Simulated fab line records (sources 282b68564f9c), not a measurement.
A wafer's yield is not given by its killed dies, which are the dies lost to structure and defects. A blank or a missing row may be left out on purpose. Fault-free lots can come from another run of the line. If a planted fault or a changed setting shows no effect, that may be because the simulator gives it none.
fab line records ; flow rit-cmos
[record] lots = 13; wafers = 39; last-day = 7
route steps=202 shown SPACER@128
lots with no fault: from the same line, run without faults
start-h: start of the lot's first displayed wafer, in hours after the record's first day ; wait-h: hours elapsed since this lot's preceding step ; " the same as in the row above ; L1.1+2: several wafers, shown together as one row ; - no value present, or no start provided ; * or withheld: withheld ; < > ~ a bound
route shown NAME@n: NAME is a module with steps in the file, n the number in the route of the first one ; usual: mean and standard deviation over wafers with no fault ; same: alike in all rows ; chamber/n: place in a boat ; sites: each site's reading ; _std_site: standard deviation of those values ; _edge_site: inner sites' mean taken away from outer sites' mean ; radius-mm: how far each site lies from the wafer's centre ; mask NAME#n: copy n ; behind: the tool/chamber that last shaped the wafer ; hold: reason for holding the lot/hours on hold/outcome of the hold ; device: transistor that didn't switch, given as n, p or np ; end of line: tests run on the same wafers once the route is complete ; a step given without rows: its recipe and nothing more ; killed: count of dies lost to structure and defects at first sort (not the wafer's yield) ; map: the dies of a wafer, with x for killed, . for not killed, _ for no die there
set.NAME: the setting as run; set.NAME@STEP: as run at that earlier step ; model.NAME: the simulator's own value behind a step, which no gauge read
one table for each step of the route and one row for each wafer, over a sample of lots
services: when a tool's chamber went out of use (start-h, in hours from the record's first day, below 0 if earlier), for how many hours, and the reason
[[steps]]
[step RIT_SPACER_CVD_03]
[recipe] material = Si3N4; target-thk-nm = 250; temp-c = 810; precursor = SiH2Cl2/NH3; time-s = 3300; pressure-mtorr = 300; sih2cl2-flow-sccm = 60; nh3-flow-sccm = 150
[usual] spike-tc-load-C = 836.4/2
lot.wafer;tool;chamber;start-h;wait-h;spike-tc-load-C
L322.1;lpcvd-01;1;46.79;0.0;834.1
L322.3;lpcvd-01;1;46.79;0.0;835.3
L322.5;lpcvd-01;1;46.79;0.0;833.9
L323.3;lpcvd-01;1;49.34;0.0;834.5
L323.4;lpcvd-01;1;49.34;0.0;833.5
L323.5;lpcvd-01;1;49.34;0.0;833.9
L325.3;lpcvd-02;1;63.60;0.0;839.4
L325.4;lpcvd-02;1;63.60;0.0;837.7
L325.6;lpcvd-02;1;63.60;0.0;838.4
L326.1;lpcvd-02;0;66.29;0.0;837.1
L326.2;lpcvd-02;0;66.29;0.0;839.7
L326.6;lpcvd-02;0;66.29;0.0;836.8
L327.3;lpcvd-01;0;75.93;0.0;838.1
L327.4;lpcvd-01;0;75.93;0.0;836.7
L327.6;lpcvd-01;0;75.93;0.0;837.3
L328.1;lpcvd-02;1;78.78;0.1;836.8
L328.2;lpcvd-02;1;78.78;0.1;840.3
L328.3;lpcvd-02;1;78.78;0.1;837.8
L329.2;lpcvd-01;0;81.21;0.0;838.8
L329.4;lpcvd-01;0;81.21;0.0;837.9
L329.6;lpcvd-01;0;81.21;0.0;836.9
L330.3;lpcvd-01;1;88.95;0.0;834.2
L330.4;lpcvd-01;1;88.95;0.0;834.9
L330.5;lpcvd-01;1;88.95;0.0;833.1
L332.1;lpcvd-02;1;100.13;0.0;838.3
L332.5;lpcvd-02;1;100.13;0.0;837.4
L332.6;lpcvd-02;1;100.13;0.0;837.3
L334.1;lpcvd-01;0;109.40;0.0;837.2
L334.2;lpcvd-01;0;109.40;0.0;836.1
L334.3;lpcvd-01;0;109.40;0.0;837.5
L340.1;lpcvd-02;0;144.76;0.0;836.1
L340.3;lpcvd-02;0;144.76;0.0;837.9
L340.5;lpcvd-02;0;144.76;0.0;835.8
L342.4;lpcvd-02;0;149.63;1.0;836.2
L342.5;lpcvd-02;0;149.63;1.0;837.2
L342.6;lpcvd-02;0;149.63;1.0;838.9
L344.3;lpcvd-02;1;159.95;0.0;837.8
L344.5;lpcvd-02;1;159.95;0.0;839.9
L344.6;lpcvd-02;1;159.95;0.0;837.6
[step RIT_SPACER_THK_MEAS_04]
[recipe] reads = Si3N4_of_SPACER_CVD_03
[usual] SPACER_NITRIDE_THK = 250/3.1
lot.wafer;tool;chamber;start-h;wait-h;SPACER_NITRIDE_THK[nm]
L322.1;film-metro-01;-;48.71;0.0;251
L322.3;film-metro-01;-;48.71;0.0;253
L322.5;film-metro-01;-;48.71;0.0;252
L323.3;film-metro-03;-;51.28;0.0;251
L323.4;film-metro-03;-;51.28;0.0;250
L323.5;film-metro-03;-;51.28;0.0;250
L325.3;film-metro-02;-;65.53;0.0;245
L325.4;film-metro-02;-;65.53;0.0;245
L325.6;film-metro-02;-;65.53;0.0;247
L326.1;film-metro-01;-;68.21;0.0;249
L326.2;film-metro-01;-;68.21;0.0;249
L326.6;film-metro-01;-;68.21;0.0;250
L327.3;film-metro-01;-;77.87;0.0;252
L327.4;film-metro-01;-;77.87;0.0;250
L327.6;film-metro-01;-;77.87;0.0;252
L328.1;film-metro-02;-;80.69;0.0;249
L328.2;film-metro-02;-;80.69;0.0;248
L328.3;film-metro-02;-;80.69;0.0;247
L329.2;film-metro-02;-;83.14;0.0;251
L329.4;film-metro-02;-;83.14;0.0;252
L329.6;film-metro-02;-;83.14;0.0;251
L330.3;film-metro-01;-;90.89;0.0;256
L330.4;film-metro-01;-;90.89;0.0;256
L330.5;film-metro-01;-;90.89;0.0;255
L332.1;film-metro-03;-;102.05;0.0;248
L332.5;film-metro-03;-;102.05;0.0;249
L332.6;film-metro-03;-;102.05;0.0;247
L334.1;film-metro-03;-;111.32;0.0;169
L334.2;film-metro-03;-;111.32;0.0;170
L334.3;film-metro-03;-;111.32;0.0;168
L340.1;film-metro-01;-;146.68;0.0;246
L340.3;film-metro-01;-;146.68;0.0;247
L340.5;film-metro-01;-;146.68;0.0;247
L342.4;film-metro-01;-;151.57;0.0;242
L342.5;film-metro-01;-;151.57;0.0;246
L342.6;film-metro-01;-;151.57;0.0;245
L344.3;film-metro-01;-;162.84;0.0;248
L344.5;film-metro-01;-;162.84;0.0;248
L344.6;film-metro-01;-;162.84;0.0;250
[step RIT_SPACER_ETCHBACK_05]
[recipe] target-depth-a = 2500; SF6_flow_sccm = 30; CHF3_flow_sccm = 30; target = Si3N4; chemistry = SF6/CHF3; pressure-mtorr = 40; rf-w = 250; time-s = 240; stop-on = SiO2
[usual] CHF3_flow_sccm = 29.99/0.091; drypump-motor-current-A = 5.8/0.53; oes-product-au = 0.840/0.014; rf-fwd-power-W = 249.3/0.78; throttle-valve-pct = 10.33/0.14
lot.wafer;tool;chamber;start-h;wait-h;CHF3_flow_sccm;drypump-motor-current-A;oes-product-au;rf-fwd-power-W;rf-hours-counter-h;throttle-valve-pct
L322.1;rie-diel-04;1;48.77;0.1;30.02;5.9;0.870;247.5;47;10.42
L322.3;rie-diel-04;2;48.77;0.1;29.94;6.2;0.837;249.9;22;10.33
L322.5;rie-diel-04;0;48.77;0.1;30.14;5.7;0.847;248.4;-;10.28
L323.3;rie-diel-03;2;51.32;0.0;29.98;6.2;0.833;249.0;164;9.98
L323.4;rie-diel-03;3;51.32;0.0;29.87;4.8;0.855;248.8;41;10.42
L323.5;rie-diel-03;3;51.32;0.0;29.97;4.8;0.842;250.2;-;10.43
L325.3;rie-diel-02;0;65.57;0.0;30.00;5.8;0.823;248.5;23;10.25
L325.4;rie-diel-02;1;65.57;0.0;29.90;5.1;0.830;249.5;124;10.38
L325.6;rie-diel-02;2;65.57;0.0;29.99;5.1;0.837;250.4;-;10.57
L326.1;rie-diel-04;2;68.27;0.1;29.95;6.3;0.822;249.1;23;10.33
L326.2;rie-diel-04;0;68.27;0.1;30.01;5.7;0.836;250.4;115;10.27
L326.6;rie-diel-04;2;68.27;0.1;29.96;6.2;0.830;248.5;-;10.34
L327.3;rie-diel-03;2;77.91;0.0;30.11;6.2;0.840;249.6;165;9.98
L327.4;rie-diel-03;0;77.91;0.0;29.85;5.9;0.826;249.2;-;10.26
L327.6;rie-diel-03;2;77.91;0.0;30.08;6.2;0.842;248.7;-;9.95
L328.1;rie-diel-04;0;80.75;0.1;30.09;5.7;0.832;247.9;115;10.29
L328.2;rie-diel-04;2;80.75;0.1;29.94;6.2;0.825;249.2;23;10.34
L328.3;rie-diel-04;3;80.75;0.1;29.99;6.0;0.841;250.0;50;10.28
L329.2;rie-diel-02;2;83.19;0.0;29.83;5.0;0.850;249.5;4;10.53
L329.4;rie-diel-02;0;83.19;0.0;29.91;5.8;0.849;250.3;23;10.27
L329.6;rie-diel-02;0;83.19;0.0;29.93;5.8;0.836;249.2;-;10.24
L330.3;rie-diel-04;0;90.93;0.0;29.85;5.7;0.852;249.2;115;10.28
L330.4;rie-diel-04;1;90.93;0.0;30.04;5.9;0.877;249.2;48;10.43
L330.5;rie-diel-04;3;90.93;0.0;29.95;6.1;0.857;249.3;-;10.27
L332.1;rie-diel-04;3;102.11;0.1;29.98;6.1;0.838;248.3;50;10.27
L332.5;rie-diel-04;0;102.11;0.1;29.91;5.8;0.834;249.9;-;10.27
L332.6;rie-diel-04;3;102.11;0.1;29.95;6.1;0.845;247.9;-;10.27
L334.1;rie-diel-02;0;111.38;0.1;29.97;5.8;0.650;250.8;24;10.21
L334.2;rie-diel-02;3;111.38;0.1;29.95;6.7;0.639;251.2;123;10.37
L334.3;rie-diel-02;1;111.38;0.1;30.12;5.0;0.648;249.5;124;10.31
L340.1;rie-diel-04;1;146.74;0.1;30.04;5.9;0.857;249.5;48;10.44
L340.3;rie-diel-04;2;146.74;0.1;29.99;6.3;0.822;249.8;24;10.34
L340.5;rie-diel-04;0;146.74;0.1;29.93;5.7;0.837;250.7;-;10.27
L342.4;rie-diel-03;0;151.60;0.0;29.96;5.9;0.801;249.8;72;10.25
L342.5;rie-diel-03;0;151.60;0.0;30.06;5.9;0.815;249.7;-;10.25
L342.6;rie-diel-03;1;151.60;0.0;29.87;5.2;0.840;249.3;-;10.46
L344.3;rie-diel-03;2;162.88;0.0;30.00;6.1;0.837;248.8;1;9.96
L344.5;rie-diel-03;2;162.88;0.0;29.87;6.1;0.842;248.3;-;9.97
L344.6;rie-diel-03;3;162.88;0.0;29.91;4.8;0.841;247.0;-;10.42
[[services]]
tool;chamber;start-h;hours;kind
rie-diel-03;-;34.25;2.8;pm
rie-diel-02;2;40.87;4.4;repair
rie-diel-04;3;43.41;5.9;repair
rie-diel-04;1;58.61;5.6;repair
rie-diel-03;1;63.76;17.4;repair
rie-diel-03;2;81.13;-;clean
rie-diel-03;2;81.13;-;consumable-replace:esc
rie-diel-03;2;81.13;30.9;scheduled-down
rie-diel-03;2;81.13;30.9;vent-cycle
rie-diel-03;1;112.02;-;clean
rie-diel-03;1;112.02;26.6;scheduled-down
rie-diel-03;1;112.02;26.6;vent-cycle
rie-diel-02;-;118.34;20.4;repair
rie-diel-03;0;160.43;8.9;repair
[[key]]
[first-sign] step = RIT_SPACER_THK_MEAS_04; reading = SPACER_NITRIDE_THK; direction = down; sigmas = 26; usual = 250; struck = 169
[effect] step = RIT_SPACER_ETCHBACK_05; reading = oes-product-au; direction = down; sigmas = 14; usual = 0.840; struck = 0.645
met-at RIT_SPACER_CVD_03
struck-lots L334
struck-wafers L334.1,L334.2,L334.3
sort-left-out L334.1,L334.2,L334.3
tester-left-out L334
onset-between 81.21 109.40
[fault] kind = process-parameter-drift; tool = lpcvd-01; chamber = 0; onset-h = 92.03; steps = RIT_SPACER_CVD_03; channel = target-thk-nm; offset = -83.507; shape = step; end-h = 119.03; acts-in = these-recipes-only; stated = 250
// tester-left-out: of these lots the tester's yield and bins aren't shown, on N5 and GAA mostly nor the transistor test; their killed dies are dies lost to structure and defects alone, not to doping, threshold or leakage, so they don't give the yield
// sort-left-out: the simulated sort isn't trusted on such a fault, so these wafers' sort isn't shown, and their yield isn't known
